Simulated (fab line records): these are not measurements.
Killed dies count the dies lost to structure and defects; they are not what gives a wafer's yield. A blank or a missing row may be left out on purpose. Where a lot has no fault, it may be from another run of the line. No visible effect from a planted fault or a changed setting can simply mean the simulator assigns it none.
One fault seen from 2 desks | flow rit-cmos | every desk sees just its own numbers, and what lay behind them comes last

== THE METROLOGY DESK ==
Means of the sampled wafers that have a number, per lot and without regard to the tool the lot ran on: this is what the gauges read. Any lot whose mean is over 4 standard deviations away from the usual mean is out of limits and marked OUT; that distance is given in the brackets.
Columns: A = CONTACT_TEOS_THK at RIT_CONTACT_THK_MEAS_01, usual 402 nm; B = cd-nm at RIT_CONTACT_CD_MEAS_08, usual 1000.6 nm; C = CONTACT_OVL at RIT_CONTACT_OVL_MEAS_09, usual 0.3 nm
lot  | first seen here | A   | B      | C
L670 | day 4 09:40     | 407 | 1002.5 | 1.0
L677 | day 5 15:55     | 403 | 1002.4 | 1.1
L683 | day 6 21:50     | 398 | 999.3  | 0.6
L684 | day 7 01:15     | 398 | 1001.7 | -0.8
L687 | day 7 16:23     | 396 | 1003.3 | -0.7
L688 | day 7 21:25     | 407 | 1001.2 | -1.0
Result from this desk: across the 6 lots, nothing is out of limits.

== THE TOOL OWNER'S DESK: rie-diel-02 ==
The tool's own readings at RIT_CONTACT_ETCH_11 (etches SiO2 in CHF3/CF4/Ar, stops on TiSi2, target depth 480 nm, time 320 s): means of the sampled wafers that have a number, for each lot that ran on this tool. Any lot whose mean is over 4 standard deviations away from the usual mean is out of limits and marked OUT; that distance is given in the brackets.
Columns: A = O2_flow_sccm at RIT_CONTACT_ETCH_11, usual 4.998 sccm; B = drypump-motor-current-A at RIT_CONTACT_ETCH_11, usual 5.70 A; C = oes-product-au at RIT_CONTACT_ETCH_11, usual 0.988 a.u.; D = throttle-valve-pct at RIT_CONTACT_ETCH_11, usual 8.88 %
lot  | first seen here | A     | B    | C     | D
L677 | day 5 17:14     | 4.969 | 5.55 | 0.981 | 8.94
L683 | day 6 23:17     | 4.997 | 5.82 | 0.964 | 8.73
L684 | day 7 02:43     | 5.005 | 5.70 | 0.971 | 8.84
Result from this desk: across the 3 lots, nothing is out of limits.

== TAKEN TOGETHER ==
Nothing out of limits was seen by the metrology desk.
Nothing out of limits was seen by the tool owner's desk.

== WHAT HAD BEEN PUT IN BY THE SIMULATOR ==
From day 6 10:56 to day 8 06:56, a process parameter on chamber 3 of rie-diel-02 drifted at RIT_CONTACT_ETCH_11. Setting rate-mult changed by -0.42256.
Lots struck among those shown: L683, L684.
